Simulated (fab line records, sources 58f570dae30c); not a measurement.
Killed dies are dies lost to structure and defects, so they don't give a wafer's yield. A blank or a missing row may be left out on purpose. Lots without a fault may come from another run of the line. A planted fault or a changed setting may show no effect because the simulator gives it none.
Which tool did it? | flow berkeley_cmos170 | 15 lots, 45 wafers sampled, at 5 steps of a route of 331

WHAT THE GAUGES READ, wafer by wafer
UCB170_PSD_TW_MEAS_10. Usual: PSD_TW 2321, standard deviation 20.
lot  | measured     | on            | PSD_TW         | flag
L579 | day 6 19:29  | film_metro-01 | 2349 2345 2355 |
L581 | day 7 04:17  | film_metro-03 | 2307 2308 2301 |
L580 | day 7 04:28  | film_metro-01 | 2331 2341 2338 |
L582 | day 7 18:11  | film_metro-02 | 2313 2305 2299 |
L583 | day 7 18:28  | film_metro-03 | 2297 2296 2303 |
L586 | day 8 19:40  | film_metro-01 | 2347 2347 2334 |
L585 | day 8 19:57  | film_metro-03 | 2329 2331 2325 |
L591 | day 9 17:45  | film_metro-03 | 2334 2331 2327 |
L594 | day 10 02:05 | film_metro-03 | 2316 2308 2316 |
L595 | day 10 07:29 | film_metro-02 | 2304 2304 2301 |
L592 | day 10 07:45 | film_metro-02 | 2295 2299 2307 |
L596 | day 10 16:01 | film_metro-01 | 2355 2333 2352 |
L597 | day 11 04:14 | film_metro-01 | 2339 2340 2339 |
L599 | day 11 15:38 | film_metro-01 | 2335 2350 2348 |
L601 | day 11 23:32 | film_metro-01 | 2348 2348 2352 |

UCB170_CONTACT_THK_MEAS_02. Usual: CONTACT_PSG_THK 702 nm, standard deviation 7.8.
lot  | measured     | on            | CONTACT_PSG_THK (nm) | flag
L579 | day 7 01:50  | film_metro-02 | 696 700 696          |
L581 | day 7 10:37  | film_metro-04 | 699 705 703          |
L580 | day 7 11:19  | film_metro-04 | 692 700 701          |
L582 | day 8 02:48  | film_metro-02 | 701 701 697          |
L583 | day 8 02:49  | film_metro-01 | 704 702 708          |
L586 | day 9 01:17  | film_metro-02 | 690 697 693          |
L585 | day 9 02:02  | film_metro-02 | 721 716 713          |
L591 | day 9 23:24  | film_metro-04 | 693 688 691          |
L594 | day 10 09:36 | film_metro-01 | 552 548 540          | OFF
L595 | day 10 13:36 | film_metro-02 | 547 550 549          | OFF
L592 | day 10 15:23 | film_metro-01 | 534 537 534          | OFF
L596 | day 11 02:21 | film_metro-01 | 705 702 705          |
L597 | day 11 11:20 | film_metro-04 | 712 712 712          |
L599 | day 11 21:24 | film_metro-01 | 708 704 711          |
L601 | day 12 06:31 | film_metro-01 | 699 697 693          |

WHICH TOOL RAN EACH LOT (tool, then ch and the chambers of the sampled wafers, then the start)
lot  | UCB170_SDANNEAL_RTA_00           | UCB170_SILICIDE_RTA_04           | UCB170_CONTACT_CVD_01
L579 | rtp_anneal-01 ch 0, day 6 22:42  | rtp_anneal-01 ch 0, day 6 23:35  | lpcvd-01 ch 1, day 7 00:02
L581 | rtp_anneal-01 ch 0, day 7 07:40  | rtp_anneal-01 ch 0, day 7 08:33  | lpcvd-01 ch 0, day 7 08:50
L580 | rtp_anneal-02 ch 0, day 7 08:17  | rtp_anneal-02 ch 0, day 7 09:17  | lpcvd-02 ch 0, day 7 09:31
L582 | rtp_anneal-01 ch 0, day 7 22:05  | rtp_anneal-01 ch 0, day 7 22:58  | lpcvd-01 ch 0, day 8 01:01
L583 | rtp_anneal-02 ch 0, day 7 22:05  | rtp_anneal-02 ch 0, day 7 22:58  | lpcvd-01 ch 0, day 8 01:01
L586 | rtp_anneal-02 ch 0, day 8 22:20  | rtp_anneal-02 ch 0, day 8 23:13  | lpcvd-01 ch 0, day 8 23:31
L585 | rtp_anneal-01 ch 0, day 8 22:46  | rtp_anneal-01 ch 0, day 8 23:39  | lpcvd-02 ch 0, day 9 00:15
L591 | rtp_anneal-02 ch 0, day 9 20:21  | rtp_anneal-01 ch 0, day 9 21:14  | lpcvd-01 ch 1, day 9 21:36
L594 | rtp_anneal-01 ch 0, day 10 06:28 | rtp_anneal-01 ch 0, day 10 07:22 | lpcvd-02 ch 0, day 10 07:47
L595 | rtp_anneal-01 ch 0, day 10 10:28 | rtp_anneal-01 ch 0, day 10 11:23 | lpcvd-02 ch 0, day 10 11:49
L592 | rtp_anneal-01 ch 0, day 10 10:50 | rtp_anneal-02 ch 0, day 10 11:43 | lpcvd-02 ch 0, day 10 13:36
L596 | rtp_anneal-01 ch 0, day 10 22:47 | rtp_anneal-02 ch 0, day 10 23:40 | lpcvd-01 ch 1, day 11 00:34
L597 | rtp_anneal-02 ch 0, day 11 08:25 | rtp_anneal-02 ch 0, day 11 09:17 | lpcvd-02 ch 1, day 11 09:34
L599 | rtp_anneal-01 ch 0, day 11 18:28 | rtp_anneal-02 ch 0, day 11 19:20 | lpcvd-02 ch 1, day 11 19:36
L601 | rtp_anneal-02 ch 0, day 12 03:34 | rtp_anneal-01 ch 0, day 12 04:28 | lpcvd-01 ch 0, day 12 04:44
- UCB170_SDANNEAL_RTA_00: time 10 s.
- UCB170_SILICIDE_RTA_04: time 15 s.
- UCB170_CONTACT_CVD_01: deposits PSG from SiH4/O2/PH3, target thk 700 nm, time 2820 s.

WHAT THE TOOLS THEMSELVES READ (means of the sampled wafers that have a number; where no wafer has one, the mark that the record gives instead)
UCB170_SDANNEAL_RTA_00. Usual: lamp_power_pct 26.3 %, standard deviation 0.77; wafer_temp_C_max 902.4, standard deviation 0.58.
lot  | tool          | lamp_power_pct (%) | wafer_temp_C_max | flag
L579 | rtp_anneal-01 | 25.7               | 902.4            |
L581 | rtp_anneal-01 | 25.7               | 902.5            |
L580 | rtp_anneal-02 | 27.3               | 903.1            |
L582 | rtp_anneal-01 | 25.7               | 902.7            |
L583 | rtp_anneal-02 | 27.2               | 902.2            |
L586 | rtp_anneal-02 | 27.2               | 902.8            |
L585 | rtp_anneal-01 | 25.6               | 902.2            |
L591 | rtp_anneal-02 | 27.2               | 902.5            |
L594 | rtp_anneal-01 | 25.7               | 902.5            |
L595 | rtp_anneal-01 | 25.7               | 902.8            |
L592 | rtp_anneal-01 | 25.7               | 901.2            |
L596 | rtp_anneal-01 | 25.7               | 902.4            |
L597 | rtp_anneal-02 | 27.2               | 902.7            |
L599 | rtp_anneal-01 | 25.7               | 901.9            |
L601 | rtp_anneal-02 | 27.2               | 903.1            |

UCB170_SILICIDE_RTA_04. Usual: lamp_power_pct 11.4 %, standard deviation 0.33; wafer_temp_C_max 651.7, standard deviation 0.49.
lot  | tool          | lamp_power_pct (%) | wafer_temp_C_max | flag
L579 | rtp_anneal-01 | 11.0               | 651.6            |
L581 | rtp_anneal-01 | 11.0               | 652.2            |
L580 | rtp_anneal-02 | 11.7               | 651.5            |
L582 | rtp_anneal-01 | 11.0               | 651.3            |
L583 | rtp_anneal-02 | 11.7               | 652.2            |
L586 | rtp_anneal-02 | 11.7               | 651.7            |
L585 | rtp_anneal-01 | 11.0               | 652.2            |
L591 | rtp_anneal-01 | 11.0               | 651.9            |
L594 | rtp_anneal-01 | 11.0               | 652.1            |
L595 | rtp_anneal-01 | 11.0               | 651.2            |
L592 | rtp_anneal-02 | 11.7               | 651.8            |
L596 | rtp_anneal-02 | 11.7               | 651.9            |
L597 | rtp_anneal-02 | 11.7               | 651.7            |
L599 | rtp_anneal-02 | 11.7               | 651.7            |
L601 | rtp_anneal-01 | 11.0               | 651.6            |

THE ANSWER, worked out from the rows above alone
Rule: a lot is off if the mean of its wafers that have a number lies more than 3 standard deviations from the usual mean. A lot without any number at a reading at which 4 lots or more have one is off too. The other lots that the step has rows for count as sound. The gauges are gone through in route order, then the tools' own readings, and for those a lot's mean is taken as printed above. The first step at which some lot is off is used, and at that step the reading that is off furthest; a lot without a number counts as furthest.
Off: L594, L595, L592, at UCB170_CONTACT_THK_MEAS_02 (CONTACT_PSG_THK).
A tool fits if, at a process step before that reading, it ran every lot that is off, and no sound lot after the first of them. The gauges at UCB170_CONTACT_THK_MEAS_02 are tried like those tools. None of those tried fits.

WHAT THE SIMULATOR HAD PUT IN
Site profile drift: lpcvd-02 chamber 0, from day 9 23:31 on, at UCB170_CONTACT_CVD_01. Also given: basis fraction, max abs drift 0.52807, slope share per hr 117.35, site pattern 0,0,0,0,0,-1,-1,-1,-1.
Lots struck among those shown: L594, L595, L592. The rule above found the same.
